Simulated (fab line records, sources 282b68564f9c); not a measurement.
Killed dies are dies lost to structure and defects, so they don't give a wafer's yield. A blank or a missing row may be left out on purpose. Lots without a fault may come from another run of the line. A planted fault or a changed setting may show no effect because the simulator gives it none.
Which tool did it? | flow rit_cmos | 15 lots, 45 wafers sampled, at 5 steps of a route of 202

WHAT THE GAUGES READ, wafer by wafer
RIT_CONTACT_OVL_MEAS_09.
lot  | measured    | on         | CONTACT_OVL (nm)
L223 | day 3 20:40 | overlay-01 | 1.3 -0.6 0.0
L224 | day 3 22:01 | overlay-02 | -1.0 -1.2 -1.2
L225 | day 4 02:25 | overlay-02 | -2.2 -2.2 -2.5
L226 | day 4 04:04 | overlay-02 | -2.1 -2.9 -3.0
L227 | day 4 06:28 | overlay-02 | -0.4 0.7 0.7
L229 | day 4 20:51 | overlay-02 | 0.2 0.3 1.5
L230 | day 4 22:41 | overlay-02 | -1.3 -0.6 -1.2
L231 | day 5 06:21 | overlay-02 | -0.2 -2.1 -3.2
L232 | day 5 10:58 | overlay-01 | -1.0 -1.1 0.9
L234 | day 6 00:24 | overlay-01 | -2.7 -2.5 -4.7
L236 | day 6 07:15 | overlay-01 | -148.9 -149.3 -148.9 -148.7 -148.0 -147.7
L240 | day 7 02:42 | overlay-01 | -151.7 -151.5 -151.1 -150.7 -150.9 -149.5
L241 | day 7 05:35 | overlay-02 | -150.7 -146.8 -148.6 -149.5 -145.2 -147.7
L242 | day 7 09:32 | overlay-02 | 0.2 0.8 1.7
L243 | day 7 15:00 | overlay-02 | -0.8 1.1 0.8

RIT_M1_OVL_MEAS_10.
lot  | measured    | on         | M1_OVL (nm)
L223 | day 3 23:26 | overlay-02 | 3.3 5.1 2.6
L224 | day 4 00:35 | overlay-02 | 4.2 3.7 2.0
L225 | day 4 04:55 | overlay-02 | 2.0 3.7 2.4
L226 | day 4 06:43 | overlay-02 | 3.1 2.3 1.9
L227 | day 4 08:58 | overlay-02 | -1.0 -1.1 1.1
L229 | day 4 23:22 | overlay-01 | 2.8 2.3 1.6
L230 | day 5 01:23 | overlay-01 | 5.1 2.7 1.7
L231 | day 5 09:02 | overlay-01 | 1.1 1.0 -0.5
L232 | day 5 13:44 | overlay-02 | 1.1 3.9 1.8
L234 | day 6 03:02 | overlay-01 | -2.9 -1.2 -1.7
L242 | day 7 12:03 | overlay-01 | -0.3 -0.9 1.8
L243 | day 7 17:37 | overlay-02 | 2.1 1.9 1.0

RIT_M1_BOW_MEAS_16.
lot  | measured    | on            | M1_BOW (um)
L223 | day 4 01:55 | film_metro-03 | 12 21 16
L224 | day 4 03:26 | film_metro-02 | 26 1 21
L225 | day 4 07:23 | film_metro-02 | 5 14 15
L226 | day 4 09:09 | film_metro-04 | 10 4 11
L227 | day 4 11:23 | film_metro-04 | 20 18 7
L229 | day 5 01:49 | film_metro-02 | 34 17 4
L230 | day 5 03:48 | film_metro-04 | 23 13 16
L231 | day 5 11:28 | film_metro-04 | 26 22 21
L232 | day 5 16:10 | film_metro-02 | 10 24 18
L234 | day 6 05:27 | film_metro-02 | 17 18 15
L242 | day 7 14:30 | film_metro-04 | 29 20 16
L243 | day 7 20:04 | film_metro-04 | 22 9 13

WHICH TOOL RAN EACH LOT (tool, then ch and the chambers of the sampled wafers, then the start)
lot  | RIT_GATE_STRIP_20                   | RIT_CONTACT_EXPOSE_05
L223 | plasma_asher-02 ch 0,1, day 3 03:45 | iline_stepper-02 ch 0, day 3 20:02
L224 | plasma_asher-04 ch 0,1, day 3 04:00 | iline_stepper-02 ch 0, day 3 21:22
L225 | plasma_asher-04 ch 0,1, day 3 11:19 | iline_stepper-02 ch 0, day 4 01:49
L226 | plasma_asher-01 ch 0,1, day 3 11:28 | iline_stepper-01 ch 0, day 4 03:23
L227 | plasma_asher-04 ch 1, day 3 15:18   | iline_stepper-02 ch 0, day 4 05:49
L229 | plasma_asher-02 ch 0,1, day 4 03:43 | iline_stepper-02 ch 0, day 4 20:15
L230 | plasma_asher-01 ch 0,1, day 4 06:58 | iline_stepper-01 ch 0, day 4 22:03
L231 | plasma_asher-01 ch 0,1, day 4 15:31 | iline_stepper-01 ch 0, day 5 05:43
L232 | plasma_asher-01 ch 0,1, day 4 19:35 | iline_stepper-01 ch 0, day 5 10:21
L234 | plasma_asher-01 ch 0,1, day 5 08:29 | iline_stepper-01 ch 0, day 5 23:46
L236 | plasma_asher-04 ch 0,1, day 5 15:42 | iline_stepper-02 ch 0, day 6 06:37
L240 | plasma_asher-04 ch 0,1, day 6 12:07 | iline_stepper-02 ch 0, day 7 02:05
L241 | plasma_asher-04 ch 0,1, day 6 14:34 | iline_stepper-02 ch 0, day 7 04:56
L242 | plasma_asher-01 ch 0,1, day 6 18:11 | iline_stepper-01 ch 0, day 7 08:55
L243 | plasma_asher-01 ch 0,1, day 6 23:39 | iline_stepper-01 ch 0, day 7 14:23
- RIT_GATE_STRIP_20: strips in O2, time 180 s.
- RIT_CONTACT_EXPOSE_05: exposes mask M11, target cd 1000 nm.

WHAT THE TOOLS THEMSELVES READ (means of the sampled wafers that have a number; where no wafer has one, the mark that the record gives instead)
RIT_GATE_STRIP_20.
lot  | tool            | drypump_motor_current_A (A)
L223 | plasma_asher-02 | 5.9
L224 | plasma_asher-04 | 5.4
L225 | plasma_asher-04 | 5.4
L226 | plasma_asher-01 | 5.2
L227 | plasma_asher-04 | 5.2
L229 | plasma_asher-02 | 5.6
L230 | plasma_asher-01 | 5.2
L231 | plasma_asher-01 | 5.1
L232 | plasma_asher-01 | 5.2
L234 | plasma_asher-01 | 5.2
L236 | plasma_asher-04 | 5.6
L240 | plasma_asher-04 | 5.4
L241 | plasma_asher-04 | 5.6
L242 | plasma_asher-01 | 5.2
L243 | plasma_asher-01 | 5.1

THE ANSWER, worked out from the rows above alone
Rule: what is usual is taken from the lots themselves. Put in order of their means at a reading, lots are off if they are a third of the lots or fewer, leave a main group of 4 or more, and stand apart from it by a gap of 3 or more times the standard deviation of the main group's means; of several such gaps the widest counts. A main group whose means are all the same, to the digits that the tables above print for the reading, isn't used. A lot without any number at a reading at which 4 lots or more have one is off too. The other lots that the step has rows for count as sound. The gauges are gone through in route order, then the tools' own readings, and for those a lot's mean is taken as printed above. The first step at which some lot is off is used, and at that step the reading that is off furthest; a lot without a number counts as furthest.
Off: L236, L240, L241, at RIT_CONTACT_OVL_MEAS_09 (CONTACT_OVL). The main group: mean -0.8 nm, standard deviation 1.4.
A tool fits if, at a process step before that reading, it ran every lot that is off, and no sound lot after the first of them. The gauges at RIT_CONTACT_OVL_MEAS_09 are tried like those tools. Can't be told from this: 2 tools fit, plasma_asher-04 at RIT_GATE_STRIP_20, iline_stepper-02 at RIT_CONTACT_EXPOSE_05.

WHAT THE SIMULATOR HAD PUT IN
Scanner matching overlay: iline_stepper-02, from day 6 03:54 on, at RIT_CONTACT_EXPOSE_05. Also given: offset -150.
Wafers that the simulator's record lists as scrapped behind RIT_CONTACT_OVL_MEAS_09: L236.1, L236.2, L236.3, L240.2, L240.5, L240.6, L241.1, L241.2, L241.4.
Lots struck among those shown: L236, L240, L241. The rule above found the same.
